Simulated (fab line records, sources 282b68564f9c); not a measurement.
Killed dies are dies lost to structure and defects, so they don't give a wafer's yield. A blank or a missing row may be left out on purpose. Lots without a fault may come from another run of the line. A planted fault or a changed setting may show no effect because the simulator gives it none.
Split-lot experiment | flow rit_cmos | 5 lots, 23 wafers read, on a route of 202 steps

THE SPLIT
At RIT_PWELL_IMPLANT_08, the setting dose_cm2 was moved away from the recipe's 7e+13 on 7 of the 23 wafers read, by -4.0% to +5.1%. The other wafers ran this setting at the recipe's value.

FROM THE SPLIT TO THE READING: what the file shows between them, 2 steps
- RIT_PWELL_STRIP_09: strips in O2, time 180 s
- RIT_WELLDRIVE_ANNEAL_00: time 14700 s

THE READING
PWELL_RS, in ohm/sq, at RIT_WELLDRIVE_RS_MEAS_02 (measures by four-point-probe). Fault-free wafers of this fab line usually give 429.2 ohm/sq, standard deviation 1 ohm/sq.

wafer  | tool, chamber at the split | dose_cm2 as run | against the recipe | PWELL_RS, ohm/sq | against lot-mates on the recipe
L075.2 | implanter-02, 0            | 7e+13           | recipe             | 428.5            | -
L075.3 | implanter-02, 0            | 7e+13           | recipe             | 428.6            | -
L075.4 | implanter-02, 0            | 7e+13           | recipe             | 429.9            | -
L075.5 | implanter-02, 0            | 7e+13           | recipe             | 428.3            | -
L075.6 | implanter-02, 0            | 7e+13           | recipe             | 429.2            | -
L077.1 | implanter-01, 0            | 6.718e+13       | -4.0%              | 440.6            | +11.7
L077.3 | implanter-01, 0            | 6.718e+13       | -4.0%              | 439.1            | +10.2
L077.4 | implanter-01, 0            | 6.718e+13       | -4.0%              | 439.9            | +10.9
L077.5 | implanter-01, 0            | 7e+13           | recipe             | 429.7            | -
L077.6 | implanter-01, 0            | 7e+13           | recipe             | 428.2            | -
L078.1 | implanter-01, 0            | 7.356e+13       | +5.1%              | 415.5            | -12.2
L078.2 | implanter-01, 0            | 7e+13           | recipe             | 428.6            | -
L078.3 | implanter-01, 0            | 7e+13           | recipe             | 427.7            | -
L078.4 | implanter-01, 0            | 7e+13           | recipe             | 426.7            | -
L078.6 | implanter-01, 0            | 7.356e+13       | +5.1%              | 414.6            | -13.1
L081.1 | implanter-01, 0            | 7e+13           | recipe             | 428.2            | -
L081.5 | implanter-01, 0            | 7e+13           | recipe             | 428.2            | -
L081.6 | implanter-01, 0            | 7e+13           | recipe             | 428.7            | -
L085.1 | implanter-02, 0            | 7.295e+13       | +4.2%              | 419.3            | -10.6
L085.2 | implanter-02, 0            | 7e+13           | recipe             | 429.7            | -
L085.3 | implanter-02, 0            | 7e+13           | recipe             | 429.8            | -
L085.5 | implanter-02, 0            | 7.295e+13       | +4.2%              | 419.8            | -10.1
L085.6 | implanter-02, 0            | 7e+13           | recipe             | 430.2            | -

THE FIT
A straight line over all 23 wafers: PWELL_RS changes by -2.59 ohm/sq for each +1% of dose_cm2; r = -0.99; the points scatter about the line by 1 ohm/sq.
The same after taking each lot's own level away (the mean of its wafers on the recipe; 23 wafers): -2.56 ohm/sq for each +1%; r = -1.00; scatter 0.61 ohm/sq.
On that fit, the largest move of dose_cm2 shifts the reading by 13 ohm/sq.
The lots' own levels span 427.67 to 429.90 ohm/sq, that is 2.2 times the standard deviation above.
So the lot-to-lot level changes the slope little: the two slopes agree.
Check: with one of the wafers moved furthest among these (+5.1%) left out of the fit, the line predicts -13.1 ohm/sq for it against its lot-mates. It came out at -12.2 ohm/sq against them.

OTHER SPLITS ON THESE WAFERS
These wafers also went through other splits before the reading. Each is held against what the fit with the lots' levels taken away leaves over:
other split on the same wafers  | wafers away from the commonest value | r with PWELL_RS (lot level and that fit taken away)
RIT_ACTIVE_CVD_03 temp_c        | 10                                   | -0.18
RIT_ACTIVE_EXPOSE_08 dose_mj    | 5                                    | +0.09
RIT_ACTIVE_ETCH_13 time_s       | 10                                   | +0.11
RIT_FOX2_OXIDATION_00 ox_time_s | 18                                   | -0.08
RIT_NWELL_COAT_01 resist_thk_nm | 11                                   | +0.44
RIT_NWELL_IMPLANT_08 energy_kev | 10                                   | +0.00

THE FILE'S OWN FIT
PWELL_RS changes by -2.54 ohm/sq for each +1% of dose_cm2, r = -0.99.
